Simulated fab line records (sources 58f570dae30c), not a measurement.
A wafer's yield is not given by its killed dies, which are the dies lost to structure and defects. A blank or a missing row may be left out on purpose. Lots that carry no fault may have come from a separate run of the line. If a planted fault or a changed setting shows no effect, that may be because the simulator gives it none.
Which tool was responsible? ; flow berkeley-cmos170 ; 14 lots, 42 wafers sampled, at 5 steps of a route of 331

## WHAT THE GAUGES SHOWED, per wafer
UCB170_SCREENOX_THK_MEAS_02. Usual: SCREENOX_OXIDE_THK 14.37 nm, standard deviation 0.21.
lot;measured;on;SCREENOX_OXIDE_THK (nm);flag
L139;day 5 06:30;film-metro-04;14.19 14.25 14.45;
L140;day 5 06:34;film-metro-02;14.13 14.10 14.22;
L142;day 5 22:50;film-metro-03;14.39 14.32 14.36;
L141;day 5 22:50;film-metro-02;14.07 14.16 14.03;
L144;day 6 13:54;film-metro-04;14.46 14.46 14.35;
L146;day 7 01:31;film-metro-04;14.29 14.58 14.38;
L145;day 7 01:32;film-metro-03;14.52 14.42 14.41;
L152;day 8 01:46;film-metro-03;14.38 14.43 14.33;
L153;day 8 05:02;film-metro-02;14.11 14.18 14.21;
L155;day 8 05:02;film-metro-03;14.51 14.51 14.58;
L154;day 8 01:46;film-metro-04;14.05 14.07 13.96;
L158;day 9 05:25;film-metro-03;14.64 14.64 14.66;
L159;day 9 16:22;film-metro-02;14.41 14.40 14.55;
L160;day 9 16:23;film-metro-04;14.37 14.65 14.52;

UCB170_PVT_OVL_MEAS_06. Usual: PVT_OVL 2 nm, standard deviation 6.4.
lot;measured;on;PVT_OVL (nm);flag
L139;day 5 15:19;overlay-02;6 -1 -3;
L140;day 5 15:52;overlay-02;0 -3 11;
L142;day 6 06:40;overlay-01;3 9 6;
L141;day 6 06:39;overlay-02;8 7 15;
L144;day 6 23:58;overlay-01;0 8 5;
L146;day 7 09:44;overlay-01;-10 3 -1;
L145;day 7 10:28;overlay-01;6 7 25;
L152;day 8 09:07;overlay-02;12 9 16;
L153;day 8 12:34;overlay-02;0 1 -1;
L155;day 8 12:14;overlay-02;10 8 7;
L154;day 8 09:29;overlay-01;4 2 1;
L158;day 9 14:16;overlay-01;0 -4 0;
L159;day 9 22:52;overlay-01;1 -4 1;
L160;day 9 23:22;overlay-01;1 0 2;

UCB170_NLDD_CD_MEAS_06: target cd 1200 nm. Usual: 1199.9 nm for cd-nm, sd 1.6.
lot;measured;on;cd-nm (nm);flag
L139;day 6 09:13;cd-sem-02;1198.1 1199.3 1198.7;
L140;day 6 10:14;cd-sem-02;1201.3 1201.3 1201.7;
L142;day 6 23:37;cd-sem-02;1199.9 1200.1 1201.5;
L141;day 6 23:17;cd-sem-02;1197.1 1196.9 1196.7;
L144;day 7 14:44;cd-sem-01;1185.7 1186.1 1186.2;OFF
L146;day 8 02:29;cd-sem-01;1200.3 1199.7 1200.8;
L145;day 8 02:08;cd-sem-01;1191.4 1191.8 1192.7;OFF
L152;day 9 04:35;cd-sem-02;1199.1 1199.5 1200.3;
L153;day 9 08:04;cd-sem-01;1201.5 1201.5 1201.2;
L155;day 9 07:31;cd-sem-01;1197.7 1199.3 1198.9;
L154;day 9 07:48;cd-sem-01;1199.3 1200.2 1200.1;
L158;day 10 05:50;cd-sem-02;1200.1 1200.0 1199.9;
L159;day 10 18:34;cd-sem-01;1201.6 1202.3 1203.1;
L160;day 10 18:43;cd-sem-01;1198.3 1198.4 1199.5;

## WHICH TOOL RAN EACH LOT (tool, then ch and the chambers of the sampled wafers, then the start)
lot;UCB170_ACTIVE_ETCH_15;UCB170_NLDD_DEVELOP_05
L139;rie-diel-01 ch 1,2,3, day 4 10:44;litho-track-02 ch 0, day 6 09:00
L140;rie-diel-04 ch 0,1,2, day 4 10:58;litho-track-02 ch 0, day 6 10:00
L142;rie-diel-03 ch 0,3, day 4 23:53;litho-track-02 ch 0, day 6 23:00
L141;rie-diel-04 ch 0,2,3, day 5 00:07;litho-track-03 ch 0, day 6 23:00
L144;rie-diel-01 ch 1,3, day 5 15:49;litho-track-02 ch 0, day 7 14:00
L146;rie-diel-01 ch 0,1, day 5 21:48;litho-track-03 ch 0, day 8 02:00
L145;rie-diel-04 ch 0,1,2, day 5 22:04;litho-track-02 ch 0, day 8 02:00
L152;rie-diel-03 ch 1,2, day 7 02:46;litho-track-04 ch 0, day 9 04:00
L153;rie-diel-01 ch 0,2, day 7 06:47;litho-track-03 ch 0, day 9 07:00
L155;rie-diel-03 ch 0,2,3, day 7 07:01;litho-track-03 ch 0, day 9 07:00
L154;rie-diel-04 ch 0,3, day 7 07:26;litho-track-03 ch 0, day 9 07:00
L158;rie-diel-01 ch 0,2, day 8 06:20;litho-track-04 ch 0, day 10 05:00
L159;rie-diel-03 ch 2,3, day 8 12:27;litho-track-03 ch 0, day 10 18:00
L160;rie-diel-01 ch 0,2, day 8 12:29;litho-track-04 ch 0, day 10 18:00
- UCB170_ACTIVE_ETCH_15: etches Si3N4 in CH3F/Ar/O2, stops on SiO2, target depth 242 nm, time 151 s.
- UCB170_NLDD_DEVELOP_05: develop time 45 s.

## WHAT THE TOOLS THEMSELVES READ (means of the sampled wafers that have a number; where no wafer has one, the mark that the record gives instead)
UCB170_ACTIVE_ETCH_15. Usual: drypump-motor-current-A 5.5 A, standard deviation 0.54; oes-product-au 0.934 a.u., standard deviation 0.018; throttle-valve-pct 8.04 %, standard deviation 0.13.
lot;tool;drypump-motor-current-A (A);oes-product-au (a.u.);throttle-valve-pct (%);flag
L139;rie-diel-01;5.8;0.923;8.14;
L140;rie-diel-04;5.6;0.932;7.90;
L142;rie-diel-03;5.7;0.929;8.08;
L141;rie-diel-04;5.7;0.934;8.01;
L144;rie-diel-01;6.0;0.925;8.12;
L146;rie-diel-01;5.2;0.940;8.01;
L145;rie-diel-04;5.6;0.944;7.90;
L152;rie-diel-03;5.4;0.942;7.93;
L153;rie-diel-01;5.0;0.937;8.03;
L155;rie-diel-03;5.4;0.959;8.05;
L154;rie-diel-04;5.5;0.931;8.13;
L158;rie-diel-01;5.0;0.937;8.02;
L159;rie-diel-03;5.3;0.960;8.05;
L160;rie-diel-01;5.1;0.929;8.12;

UCB170_NLDD_DEVELOP_05. Usual: 22.99 C for chill-plate-temp-C, sd 0.1.
lot;tool;chill-plate-temp-C (C);flag
L139;litho-track-02;23.08;
L140;litho-track-02;23.09;
L142;litho-track-02;23.02;
L141;litho-track-03;23.03;
L144;litho-track-02;23.06;
L146;litho-track-03;22.91;
L145;litho-track-02;23.03;
L152;litho-track-04;22.91;
L153;litho-track-03;23.00;
L155;litho-track-03;22.95;
L154;litho-track-03;23.04;
L158;litho-track-04;22.94;
L159;litho-track-03;22.96;
L160;litho-track-04;22.90;

## THE ANSWER, worked out from the rows above alone
Rule: lot off if the mean of its wafers having a number is beyond 3 standard deviations from the usual mean. A lot without any number at a reading at which 4 lots or more have one is off too. Any other lot the step has rows for is counted as sound. First the gauges in route order, then the tools' own readings, where a lot's mean is used as printed above. At the first step where some lot is off, the reading lying furthest off is the one used; lots without a number count as furthest.
Off: L144, L145 (UCB170_NLDD_CD_MEAS_06, cd-nm).
If a tool, at a process step before that reading, ran all the lots that are off and no sound lot after the first of them, it fits. Gauges at UCB170_NLDD_CD_MEAS_06: tried the same way as those tools. One fits: UCB170_NLDD_DEVELOP_05 on litho-track-02. Its last sound lot is L142 (day 6 23:00), its first lot that is off L144 (day 7 14:00): a fault that began between those two fits.

## WHAT THE SIMULATOR HAD PUT IN
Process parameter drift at UCB170_NLDD_DEVELOP_05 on litho-track-02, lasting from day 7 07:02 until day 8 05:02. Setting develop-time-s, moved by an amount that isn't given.
Lots struck among those shown: L144, L145. Same finding as the rule above.
